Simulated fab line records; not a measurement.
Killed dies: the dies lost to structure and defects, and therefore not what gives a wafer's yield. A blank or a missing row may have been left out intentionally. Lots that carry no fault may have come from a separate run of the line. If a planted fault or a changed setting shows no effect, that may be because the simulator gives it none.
Which tool is to blame? | flow rit_cmos | 14 lots, 42 wafers sampled, at 2 steps of a route of 202

== WHAT THE GAUGES READ, wafer by wafer ==
RIT_PLDD_OVL_MEAS_06. Usual: PLDD_OVL gives 0.1 nm (standard deviation 1.3).
lot  | measured    | on         | PLDD_OVL (nm)  | flag
L439 | day 2 20:50 | overlay-02 | -1.5 0.5 -2.2  |
L441 | day 3 12:37 | overlay-01 | 0.1 0.7 -0.8   |
L443 | day 3 16:50 | overlay-02 | -1.3 -1.6 -2.7 |
L444 | day 3 21:17 | overlay-01 | -1.0 0.7 0.8   |
L447 | day 4 15:10 | overlay-01 | -0.7 -0.3 2.1  |
L448 | day 4 21:11 | overlay-01 | 1.5 1.0 2.9    |
L449 | day 4 22:27 | overlay-01 | 0.5 2.7 0.2    |
L450 | day 5 05:49 | overlay-01 | -1.6 1.1 -0.6  |
L452 | day 5 14:56 | overlay-01 | 2.3 2.1 0.9    |
L453 | day 5 17:34 | overlay-01 | 0.3 -0.2 0.9   |
L455 | day 6 02:14 | overlay-01 | -0.1 -0.9 2.0  |
L456 | day 6 10:22 | overlay-01 | -1.4 -1.5 0.9  |
L459 | day 6 23:43 | overlay-02 | -1.0 0.0 -1.7  |
L461 | day 7 10:13 | overlay-01 | -1.0 0.2 0.1   |

== WHAT TOOL EACH LOT RAN ON (gives the tool, then ch and the chambers of the sampled wafers, and finally the start) ==
lot  | RIT_GATE_STRIP_20
L439 | plasma_asher-03 ch 0,1, day 2 15:10
L441 | plasma_asher-02 ch 0,1, day 3 06:47
L443 | plasma_asher-04 ch 0,1, day 3 11:08
L444 | plasma_asher-02 ch 0,1, day 3 15:21
L447 | plasma_asher-02 ch 0,1, day 4 08:26
L448 | plasma_asher-04 ch 0,1, day 4 15:39
L449 | plasma_asher-02 ch 0,1, day 4 15:53
L450 | plasma_asher-04 ch 0,1, day 4 23:17
L452 | plasma_asher-02 ch 0,1, day 5 09:15
L453 | plasma_asher-04 ch 0,1, day 5 11:43
L455 | plasma_asher-02 ch 0,1, day 5 20:32
L456 | plasma_asher-04 ch 0,1, day 6 03:58
L459 | plasma_asher-03 ch 0,1, day 6 16:44
L461 | plasma_asher-04 ch 0,1, day 7 04:32
- RIT_GATE_STRIP_20: strips in O2, time 180 s.

== AS READ BY THE TOOLS THEMSELVES (means over the sampled wafers that have a number; for cases with no such wafer, the mark the record gives instead) ==
RIT_GATE_STRIP_20. Usual: chamber_pressure_mTorr 4000 mTorr, standard deviation 3.5; drypump_motor_current_A 5.5 A, standard deviation 0.4; rf_refl_power_W 6.0 W, standard deviation 1.2.
lot  | tool            | chamber_pressure_mTorr (mTorr) | drypump_motor_current_A (A) | rf_refl_power_W (W) | flag
L439 | plasma_asher-03 | 4001                           | 5.7                         | 6.3                 |
L441 | plasma_asher-02 | 4000                           | 5.6                         | 6.4                 |
L443 | plasma_asher-04 | 3999                           | 5.5                         | 5.2                 |
L444 | plasma_asher-02 | 3997                           | 5.6                         | 6.2                 |
L447 | plasma_asher-02 | 3999                           | 5.6                         | 6.2                 |
L448 | plasma_asher-04 | 4001                           | 5.5                         | 5.2                 |
L449 | plasma_asher-02 | 4004                           | 5.6                         | 6.3                 |
L450 | plasma_asher-04 | 4001                           | 5.5                         | 5.2                 |
L452 | plasma_asher-02 | 4002                           | 5.6                         | 6.0                 |
L453 | plasma_asher-04 | 4002                           | 5.3                         | 6.3                 |
L455 | plasma_asher-02 | 3999                           | 5.2                         | 5.5                 |
L456 | plasma_asher-04 | 4002                           | 5.3                         | 6.2                 |
L459 | plasma_asher-03 | 4000                           | 5.4                         | 6.4                 |
L461 | plasma_asher-04 | 4000                           | 5.4                         | 6.3                 |

== THE ANSWER, worked out from the rows above alone ==
Rule: a lot counts as off when the mean over its wafers that have a number is more than 3 standard deviations away from the usual mean. Also off: a lot with no number at a reading for which 4 or more lots have one. Any other lot the step has rows for is counted as sound. After the gauges, taken in route order, come the tools' own readings; for these a lot's mean is taken, as printed above. At the first step where some lot is off, the reading lying furthest off is the one used; lots without a number count as furthest.
No lot is off at any reading shown: from this, nothing can be told.

== WHAT HAD BEEN PUT IN BY THE SIMULATOR ==
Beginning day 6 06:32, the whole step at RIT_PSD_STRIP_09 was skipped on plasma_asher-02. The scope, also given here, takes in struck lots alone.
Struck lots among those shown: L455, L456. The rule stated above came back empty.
